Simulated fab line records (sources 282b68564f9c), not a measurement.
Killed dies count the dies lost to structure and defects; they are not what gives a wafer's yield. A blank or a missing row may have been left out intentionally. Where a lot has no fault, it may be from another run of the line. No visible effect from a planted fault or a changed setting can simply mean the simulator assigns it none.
Which tool is to blame? + flow ritCmos + Sampling: 13 lots, 39 wafers, 5 of 202 route steps

== WHAT EACH GAUGE READ, for each wafer ==
RIT_ACTIVE_BOW_MEAS_00.
| lot  | measured    | on           | INCOMING_BOW (um) |
|------|-------------|--------------|-------------------|
| L704 | day 1 10:01 | filmMetro-04 | -5 -2 2           |
| L705 | day 1 15:00 | filmMetro-03 | 13 10 -2          |
| L706 | day 1 20:00 | filmMetro-02 | 5 -7 -6           |
| L713 | day 3 07:02 | filmMetro-02 | -4 -2 -4          |
| L715 | day 3 17:04 | filmMetro-03 | -4 -5 2           |
| L716 | day 3 22:01 | filmMetro-03 | 6 -2 -8           |
| L717 | day 4 03:04 | filmMetro-02 | -15 -9 0          |
| L718 | day 4 08:00 | filmMetro-03 | -5 1 -2           |
| L719 | day 4 13:00 | filmMetro-02 | 0 0 -1            |
| L721 | day 4 23:00 | filmMetro-03 | 3 -8 -9           |
| L722 | day 5 04:00 | filmMetro-03 | 0 -2 3            |
| L724 | day 5 14:01 | filmMetro-04 | -1 -4 10          |
| L726 | day 6 00:00 | filmMetro-02 | -16 -6 7          |

RIT_ACTIVE_THK_MEAS_02.
| lot  | measured    | on           | ACTIVE_OXIDE_THK (nm) |
|------|-------------|--------------|-----------------------|
| L704 | day 1 12:04 | filmMetro-04 | 47.1 45.5 45.7        |
| L705 | day 1 17:05 | filmMetro-02 | 48.1 48.3 48.7        |
| L706 | day 1 22:35 | filmMetro-04 | 46.9 46.6 47.2        |
| L713 | day 3 09:04 | filmMetro-04 | 42.1 41.8 42.0        |
| L715 | day 3 19:05 | filmMetro-04 | 40.8 41.8 41.5        |
| L716 | day 4 00:04 | filmMetro-03 | 48.2 48.2 47.9        |
| L717 | day 4 05:50 | filmMetro-02 | 46.5 47.3 46.9        |
| L718 | day 4 10:35 | filmMetro-02 | 47.4 48.0 48.0        |
| L719 | day 4 15:03 | filmMetro-02 | 46.7 47.5 46.9        |
| L721 | day 5 01:03 | filmMetro-04 | 46.5 45.6 46.3        |
| L722 | day 5 06:03 | filmMetro-02 | 47.7 48.4 48.4        |
| L724 | day 5 16:04 | filmMetro-04 | 48.6 49.1 48.9        |
| L726 | day 6 02:03 | filmMetro-04 | 47.7 47.6 47.3        |

RIT_NWELL_OVL_MEAS_06.
| lot  | measured    | on         | NWELL_OVL (nm) |
|------|-------------|------------|----------------|
| L704 | day 1 20:17 | overlay-01 | 0.3 -0.9 -1.5  |
| L705 | day 2 02:23 | overlay-01 | 1.9 0.6 0.9    |
| L706 | day 2 07:34 | overlay-01 | -0.9 0.1 0.8   |
| L713 | day 3 20:30 | overlay-01 | -2.2 -2.8 -2.9 |
| L715 | day 4 03:16 | overlay-01 | -1.1 -1.6 -2.2 |
| L716 | day 4 08:21 | overlay-01 | -2.3 -0.9 -1.8 |
| L717 | day 4 14:07 | overlay-01 | 0.5 1.2 1.1    |
| L718 | day 4 19:56 | overlay-01 | -1.5 0.4 -0.9  |
| L719 | day 4 23:08 | overlay-02 | -2.8 -2.7 -3.1 |
| L721 | day 5 09:15 | overlay-02 | -0.6 -1.4 0.4  |
| L722 | day 5 15:10 | overlay-02 | -1.3 -1.0 -0.6 |
| L724 | day 6 01:04 | overlay-02 | -1.0 -1.3 -1.8 |
| L726 | day 6 10:20 | overlay-01 | 2.1 0.6 -0.1   |

RIT_PWELL_TW_MEAS_10.
| lot  | measured    | on           | PWELL_TW    |
|------|-------------|--------------|-------------|
| L704 | day 1 22:27 | filmMetro-01 | 942 945 939 |
| L705 | day 2 04:32 | filmMetro-01 | 948 950 953 |
| L706 | day 2 09:52 | filmMetro-01 | 948 942 944 |
| L713 | day 3 22:40 | filmMetro-01 | 941 941 938 |
| L715 | day 4 05:27 | filmMetro-04 | 951 951 949 |
| L716 | day 4 10:31 | filmMetro-04 | 951 947 952 |
| L717 | day 4 16:17 | filmMetro-04 | 943 949 950 |
| L718 | day 4 22:32 | filmMetro-04 | 946 948 951 |
| L719 | day 5 01:28 | filmMetro-01 | 945 946 946 |
| L721 | day 5 11:32 | filmMetro-01 | 948 939 942 |
| L722 | day 5 17:20 | filmMetro-04 | 951 954 954 |
| L724 | day 6 03:13 | filmMetro-01 | 948 943 947 |
| L726 | day 6 12:37 | filmMetro-04 | 949 952 947 |

== EACH LOT AND THE TOOL THAT RAN IT (in order: tool; ch and the chambers of the sampled wafers; start) ==
| lot  | RIT_ACTIVE_OXIDATION_01      |
|------|------------------------------|
| L704 | furnace-03 ch 0, day 1 10:07 |
| L705 | furnace-01 ch 0, day 1 15:09 |
| L706 | furnace-01 ch 0, day 1 20:39 |
| L713 | furnace-01 ch 0, day 3 07:07 |
| L715 | furnace-01 ch 0, day 3 17:07 |
| L716 | furnace-02 ch 0, day 3 22:07 |
| L717 | furnace-02 ch 0, day 4 03:53 |
| L718 | furnace-02 ch 0, day 4 08:38 |
| L719 | furnace-02 ch 0, day 4 13:07 |
| L721 | furnace-03 ch 0, day 4 23:07 |
| L722 | furnace-03 ch 0, day 5 04:07 |
| L724 | furnace-03 ch 0, day 5 14:07 |
| L726 | furnace-03 ch 0, day 6 00:07 |
- RIT_ACTIVE_OXIDATION_01: target thk 46.8 nm, ox time 3360 s.

== WHAT THE TOOLS THEMSELVES READ (means of the sampled wafers that have a number; where no wafer has one, the mark that the record gives instead) ==
RIT_ACTIVE_OXIDATION_01.
| lot  | tool       | spikeTcCentreC (C) | spikeTcLoadC (C) |
|------|------------|--------------------|------------------|
| L704 | furnace-03 | 1003.7             | 1024.4           |
| L705 | furnace-01 | 1002.0             | 1024.4           |
| L706 | furnace-01 | 1001.5             | 1025.2           |
| L713 | furnace-01 | 1001.4             | 1024.5           |
| L715 | furnace-01 | 1002.2             | 1026.1           |
| L716 | furnace-02 | 1001.1             | 1025.0           |
| L717 | furnace-02 | 1001.0             | 1025.1           |
| L718 | furnace-02 | 1001.7             | 1026.0           |
| L719 | furnace-02 | 1001.4             | 1025.4           |
| L721 | furnace-03 | 1002.8             | 1024.3           |
| L722 | furnace-03 | 1003.8             | 1024.9           |
| L724 | furnace-03 | 1004.1             | 1024.4           |
| L726 | furnace-03 | 1002.8             | 1024.0           |

== THE ANSWER, worked out from the rows above alone ==
Rule: usual is defined by the lots themselves. The widest of any qualifying gaps counts: lots, ordered by their means at a reading, are off when they make up no more than a third of the lots, leave a main group of 4 or more, and stand apart from it by 3 or more times the standard deviation of that group's means. A main group is skipped when, at the precision printed for the reading in the tables above, its means are all equal. A lot without any number at a reading at which 4 lots or more have one is off too. All remaining lots with rows at the step are treated as sound. After the gauges, taken in route order, come the tools' own readings; for these a lot's mean is taken, as printed above. At the first step where some lot is off, the reading lying furthest off is the one used; lots without a number count as furthest.
Off: L713, L715, seen at RIT_ACTIVE_THK_MEAS_02 (ACTIVE_OXIDE_THK). Mean 47.4 nm and standard deviation 0.87 in the main group.
A tool fits if, at a process step before that reading, it ran every lot that is off, and no sound lot after the first of them. Gauges at RIT_ACTIVE_THK_MEAS_02: tried the same way as those tools. One candidate fits, namely furnace-01 at RIT_ACTIVE_OXIDATION_01. A fault onset in the window from L706 (day 1 20:39, its last sound lot) to L713 (day 3 07:07, its first lot off) fits.

== WHAT HAD BEEN PUT IN BY THE SIMULATOR ==
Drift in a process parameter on furnace-01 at RIT_ACTIVE_OXIDATION_01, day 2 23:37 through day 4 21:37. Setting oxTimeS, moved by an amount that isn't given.
Lots struck among those shown: L713, L715. This agrees with what the rule above found.
